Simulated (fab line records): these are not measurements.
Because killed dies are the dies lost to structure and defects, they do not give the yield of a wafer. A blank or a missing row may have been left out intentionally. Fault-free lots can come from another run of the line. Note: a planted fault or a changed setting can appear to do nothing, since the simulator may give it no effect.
Which tool did it? | flow berkeley-cmos170 | 14 lots with 42 wafers sampled at 3 steps, on a route of 331 steps

== WHAT THE GAUGES READ, wafer by wafer ==
UCB170_ACTIVE_OVL_MEAS_14. Usual: ACTIVE_OVL gives 2 nm (standard deviation 4.7).
lot  | measured    | on         | ACTIVE_OVL (nm) | flag
L561 | day 4 11:59 | overlay-02 | 1 -6 6          |
L565 | day 5 01:14 | overlay-01 | -2 -3 -4        |
L566 | day 5 01:28 | overlay-01 | 0 -2 1          |
L568 | day 5 07:08 | overlay-02 | 6 6 9           |
L569 | day 5 13:04 | overlay-01 | 3 9 2           |
L571 | day 6 04:10 | overlay-02 | 0 -3 2          |
L572 | day 6 13:14 | overlay-01 | -8 -5 -8        |
L573 | day 6 13:31 | overlay-01 | 6 6 4           |
L576 | day 7 06:47 | overlay-02 | -4 2 1          |
L578 | day 8 01:54 | overlay-02 | -2 3 1          |
L581 | day 8 18:39 | overlay-01 | 1 7 5           |
L582 | day 9 04:25 | overlay-01 | 0 5 1           |
L583 | day 9 04:23 | overlay-02 | 1 10 2          |
L584 | day 9 12:53 | overlay-01 | 2 4 -4          |

== TOOL THAT RAN EACH LOT (tool first, then ch and the chambers of the sampled wafers, then the start) ==
lot  | UCB170_PWELL_ETCH_14              | UCB170_PWELL_STRIP_16
L561 | rie-diel-04 ch 0,3, day 3 10:50   | plasma-asher-03 ch 0,1, day 3 11:05
L565 | rie-diel-02 ch 1,2,3, day 3 23:23 | plasma-asher-02 ch 0,1, day 3 23:38
L566 | rie-diel-01 ch 0,2,3, day 3 23:52 | plasma-asher-04 ch 0,1, day 4 00:10
L568 | rie-diel-02 ch 1,2,3, day 4 04:58 | plasma-asher-02 ch 0,1, day 4 05:13
L569 | rie-diel-01 ch 0,2,3, day 4 14:20 | plasma-asher-03 ch 0,1, day 4 14:35
L571 | rie-diel-01 ch 0,2,3, day 5 00:08 | plasma-asher-03 ch 0,1, day 5 00:23
L572 | rie-diel-04 ch 0,1,3, day 5 06:08 | plasma-asher-02 ch 0,1, day 5 06:23
L573 | rie-diel-04 ch 0,2,3, day 5 10:19 | plasma-asher-02 ch 0,1, day 5 10:34
L576 | rie-diel-04 ch 0,1,2, day 5 23:04 | plasma-asher-04 ch 0,1, day 5 23:19
L578 | rie-diel-04 ch 0,1,2, day 6 16:02 | plasma-asher-02 ch 0,1, day 6 16:17
L581 | rie-diel-04 ch 0,2, day 7 07:09   | plasma-asher-03 ch 0,1, day 7 07:25
L582 | rie-diel-02 ch 0,3, day 7 18:59   | plasma-asher-02 ch 0,1, day 7 19:16
L583 | rie-diel-01 ch 0,1,3, day 7 19:16 | plasma-asher-04 ch 0,1, day 7 19:31
L584 | rie-diel-01 ch 1,2,3, day 8 07:34 | plasma-asher-03 ch 0,1, day 8 07:49
- UCB170_PWELL_ETCH_14: etches Si3N4 in CH3F/Ar/O2, stops on SiO2, target depth 242 nm, time 151 s.
- UCB170_PWELL_STRIP_16: strips in O2.

== WHAT THE TOOLS THEMSELVES READ (means of the sampled wafers that have a number; where no wafer has one, the mark that the record gives instead) ==
UCB170_PWELL_ETCH_14. Usual: drypump-motor-current-A 5.82 A, standard deviation 0.29; oes-product-au 0.947 a.u., standard deviation 0.013; throttle-valve-pct 8.03 %, standard deviation 0.11.
lot  | tool        | drypump-motor-current-A (A) | oes-product-au (a.u.) | throttle-valve-pct (%) | flag
L561 | rie-diel-04 | 5.64                        | 0.958                 | 8.05                   |
L565 | rie-diel-02 | 5.78                        | 0.949                 | 7.99                   |
L566 | rie-diel-01 | 5.79                        | 0.948                 | 8.02                   |
L568 | rie-diel-02 | 5.78                        | 0.964                 | 8.01                   |
L569 | rie-diel-01 | 5.81                        | 0.946                 | 8.03                   |
L571 | rie-diel-01 | 5.78                        | 0.951                 | 8.02                   |
L572 | rie-diel-04 | 5.77                        | 0.955                 | 8.07                   |
L573 | rie-diel-04 | 5.90                        | 0.936                 | 8.09                   |
L576 | rie-diel-04 | 5.95                        | 0.946                 | 8.00                   |
L578 | rie-diel-04 | 5.94                        | 0.948                 | 8.00                   |
L581 | rie-diel-04 | 6.10                        | 0.941                 | 8.00                   |
L582 | rie-diel-02 | 5.98                        | 0.946                 | 8.06                   |
L583 | rie-diel-01 | 5.76                        | 0.950                 | 8.01                   |
L584 | rie-diel-01 | 5.68                        | 0.933                 | 8.02                   |

UCB170_PWELL_STRIP_16. Usual: drypump-motor-current-A 6.0 A, standard deviation 0.36; oes-product-au 0.721 a.u., standard deviation 0.0043; strip-time-to-endpoint-s 17.84 s, standard deviation 0.084.
lot  | tool            | drypump-motor-current-A (A) | oes-product-au (a.u.) | strip-time-to-endpoint-s (s) | flag
L561 | plasma-asher-03 | 6.1                         | 0.723                 | 17.93                        |
L565 | plasma-asher-02 | 5.8                         | 0.719                 | 17.82                        |
L566 | plasma-asher-04 | 5.9                         | 0.724                 | 17.80                        |
L568 | plasma-asher-02 | 5.7                         | 0.716                 | 17.96                        |
L569 | plasma-asher-03 | 6.1                         | 0.721                 | 17.85                        |
L571 | plasma-asher-03 | 6.1                         | 0.720                 | 17.88                        |
L572 | plasma-asher-02 | 5.8                         | 0.724                 | 17.85                        |
L573 | plasma-asher-02 | 5.7                         | 0.720                 | 17.77                        |
L576 | plasma-asher-04 | 6.3                         | 0.721                 | 17.91                        |
L578 | plasma-asher-02 | 5.7                         | 0.643                 | 17.92                        | OFF
L581 | plasma-asher-03 | 6.1                         | 0.720                 | 17.86                        |
L582 | plasma-asher-02 | 5.7                         | 0.640                 | 17.88                        | OFF
L583 | plasma-asher-04 | 5.9                         | 0.722                 | 17.82                        |
L584 | plasma-asher-03 | 6.1                         | 0.722                 | 17.82                        |

== THE ANSWER, worked out from the rows above alone ==
Rule: a lot counts as off when the mean over its wafers that have a number is more than 3 standard deviations away from the usual mean. Also off: a lot with no number at a reading for which 4 or more lots have one. Where the step has rows for the other lots, those lots are counted as sound. The gauges are gone through in route order, then the tools' own readings, and for those a lot's mean is taken as printed above. The first step at which some lot is off is used, and at that step the reading that is off furthest; a lot without a number counts as furthest.
Off: L578, L582 (UCB170_PWELL_STRIP_16, oes-product-au).
A tool fits if, at that step or a process step before it, it ran every lot that is off, and no sound lot after the first of them. One fits: plasma-asher-02 at UCB170_PWELL_STRIP_16. A fault onset in the window from L573 (day 5 10:34, its last sound lot) to L578 (day 6 16:17, its first lot off) fits.
On the lots that are off, the tool's own readings at UCB170_PWELL_STRIP_16 differ by more than 5 times the standard deviation of the sound lots' means, which bears it out; oes-product-au reads 0.641 a.u. there versus 0.721 a.u. on the sound lots.

== WHAT HAD BEEN PUT IN BY THE SIMULATOR ==
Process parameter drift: plasma-asher-02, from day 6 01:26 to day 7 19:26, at UCB170_PWELL_STRIP_16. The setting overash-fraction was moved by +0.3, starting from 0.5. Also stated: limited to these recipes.
Struck lots among those shown: L578, L582. Same finding as the rule above.
